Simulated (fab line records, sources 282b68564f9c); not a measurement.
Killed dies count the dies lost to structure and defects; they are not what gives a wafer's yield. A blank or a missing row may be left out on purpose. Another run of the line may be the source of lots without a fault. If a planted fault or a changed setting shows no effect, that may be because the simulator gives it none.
Which tool did it? | flow ritCmos | 7 lots with 21 wafers sampled at 2 steps, on a route of 202 steps

## WHAT THE GAUGES READ, wafer by wafer
RIT_NWELL_OVL_MEAS_06.
lot  | measured    | on         | NWELL_OVL (nm)
L244 | day 2 23:34 | overlay-01 | -2.0 -0.2 0.7
L248 | day 3 18:53 | overlay-01 | 0.4 0.3 0.7
L252 | day 4 22:32 | overlay-01 | 1.2 0.9 1.6
L255 | day 5 10:54 | overlay-02 | 1.6 -0.3 -0.1
L257 | day 5 16:16 | overlay-01 | -0.3 1.0 -0.4
L260 | day 6 06:59 | overlay-02 | -0.1 1.7 1.2
L262 | day 6 18:24 | overlay-02 | -1.4 -0.1 1.4

## EACH LOT AND THE TOOL THAT RAN IT (in order: tool; ch and the chambers of the sampled wafers; start)
lot  | RIT_ACTIVE_CLEAN_15
L244 | wetBench-04 ch 0, day 2 16:25
L248 | wetBench-02 ch 2, day 3 12:11
L252 | wetBench-03 ch 2, day 4 12:44
L255 | wetBench-03 ch 1, day 5 01:20
L257 | wetBench-04 ch 1, day 5 11:10
L260 | wetBench-02 ch 3, day 6 01:20
L262 | wetBench-03 ch 3, day 6 11:20
- RIT_ACTIVE_CLEAN_15: cleans in SC1, time 600 s.

## THE ANSWER, worked out from the rows above alone
Rule: the lots themselves supply what counts as usual. Put in order of their means at a reading, lots are off if they are a third of the lots or fewer, leave a main group of 4 or more, and stand apart from it by a gap of 3 or more times the standard deviation of the main group's means; of several such gaps the widest counts. Not used: any main group whose means are identical at the precision the tables above print for the reading. A lot without any number at a reading at which 4 lots or more have one is off too. Any other lot the step has rows for is counted as sound.
Nothing can be told from this: no lot is off at any reading shown.

## WHAT THE SIMULATOR HAD PUT IN
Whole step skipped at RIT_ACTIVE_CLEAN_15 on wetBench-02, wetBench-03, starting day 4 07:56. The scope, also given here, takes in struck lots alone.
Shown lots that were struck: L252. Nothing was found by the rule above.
